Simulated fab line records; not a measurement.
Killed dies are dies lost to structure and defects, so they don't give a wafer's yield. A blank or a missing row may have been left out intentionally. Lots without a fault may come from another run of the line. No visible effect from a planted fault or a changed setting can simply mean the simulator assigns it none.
Split-lot experiment -- flow berkeley cmos170 -- on a route of 331 steps: 5 lots, 27 wafers read

SPLIT DETAILS
At UCB170_SILICIDE_SPUTTER_01 (material Ti, target thk 30 nm, time 25 s), the setting time s was moved away from the recipe's 25 s on 9 of the 27 wafers read, by -46.4% to +55.3%. The other wafers ran this setting at the recipe's value.

FROM THE SPLIT TO THE READING: what the file shows between them, 1 step
- UCB170_SILICIDE_RS_MEAS_02: measures by four-point-probe

THE READING
SILICIDE_TI_THK, in nm, at UCB170_SILICIDE_THK_MEAS_03 (measures by xrf). Fault-free wafers of this fab line usually give 29.6 nm, standard deviation 0.48 nm.

wafer,"tool, chamber at the split","time s as run, s",against the recipe,"SILICIDE_TI_THK, nm",against lot-mates on the recipe
L074.1,"pvd sputter-03, -",25,recipe,29.5,-
L074.2,"pvd sputter-03, -",13.39,-46.4%,15.0,-14.2
L074.3,"pvd sputter-03, -",25,recipe,29.5,-
L074.4,"pvd sputter-03, -",13.39,-46.4%,14.8,-14.4
L074.5,"pvd sputter-03, -",25,recipe,28.7,-
L074.6,"pvd sputter-03, -",13.39,-46.4%,14.8,-14.4
L078.1,"pvd sputter-01, -",25,recipe,29.2,-
L078.4,"pvd sputter-01, -",25,recipe,29.2,-
L078.6,"pvd sputter-01, -",25,recipe,28.9,-
L081.1,"pvd sputter-04, -",25,recipe,29.2,-
L081.2,"pvd sputter-04, -",38.83,+55.3%,46.3,+16.9
L081.3,"pvd sputter-04, -",38.83,+55.3%,46.1,+16.7
L081.4,"pvd sputter-04, -",25,recipe,29.4,-
L081.5,"pvd sputter-04, -",25,recipe,29.5,-
L081.6,"pvd sputter-04, -",38.83,+55.3%,46.2,+16.8
L085.1,"pvd sputter-04, -",25,recipe,29.8,-
L085.2,"pvd sputter-04, -",25,recipe,30.0,-
L085.3,"pvd sputter-04, -",25,recipe,29.9,-
L085.4,"pvd sputter-04, -",25,recipe,29.9,-
L085.5,"pvd sputter-04, -",25,recipe,29.6,-
L085.6,"pvd sputter-04, -",25,recipe,30.1,-
L083.1,"pvd sputter-03, -",20.83,-16.7%,25.1,-4.8
L083.2,"pvd sputter-03, -",25,recipe,29.7,-
L083.3,"pvd sputter-03, -",20.83,-16.7%,24.7,-5.2
L083.4,"pvd sputter-03, -",25,recipe,30.6,-
L083.5,"pvd sputter-03, -",20.83,-16.7%,24.8,-5.1
L083.6,"pvd sputter-03, -",25,recipe,29.4,-

THE FIT
A straight line over all 27 wafers: SILICIDE_TI_THK changes by +0.306 nm for each +1% of time s; r = +1.00; the points scatter about the line by 0.45 nm.
The same after taking each lot's own level away (the mean of its wafers on the recipe; 27 wafers): +0.306 nm for each +1%; r = +1.00; scatter 0.26 nm.
The reading moves by 17 nm for the largest change in time s, on that fit.
The lots' own levels span 29.10 to 29.90 nm, that is 1.7 times the standard deviation above.
Consequently the slope shifts little with the lot-to-lot level, the two slopes agreeing.
Check: +16.9 nm against its lot-mates is what the line predicts for one of the wafers moved furthest among these (+55.3%) when that wafer is left out of the fit. It came out at +16.9 nm against them.

THE OTHER SPLITS THESE WAFERS WENT THROUGH
Note: prior to the reading, these wafers also went through further splits. Each is held against what the fit with the lots' levels taken away leaves over:
other split on the same wafers,wafers away from the commonest value,r with SILICIDE_TI_THK (lot level and that fit taken away)
UCB170_ACTIVE_ETCH_15 target depth a,9,+0.09
UCB170_SPACER_CVD_00 time s,6,+0.04

THE WHOLE CHAIN: every reading that the file lists as answering this split, in the file's order
step,what it does,reading,change (the file's fit),r (the file's)
UCB170_SILICIDE_SPUTTER_01,"material Ti, target thk 30 nm, time 25 s","Ti_of_SILICIDE_SPUTTER_01.thk nm (the simulator's own value, which no gauge read)",+0.307 nm for each +1% of the setting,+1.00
UCB170_SILICIDE_RS_MEAS_02,measures by four-point-probe,SILICIDE_TI_RS,"not straight: 59.8 at the lowest setting, 26.3 at the recipe, 15.8 at the highest",not given
UCB170_SILICIDE_THK_MEAS_03,measures by xrf,SILICIDE_TI_THK,+0.306 for each +1% of the setting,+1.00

THE FILE'S OWN FIT
SILICIDE_TI_THK changes by +0.306 nm for each +1% of time s, r = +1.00.
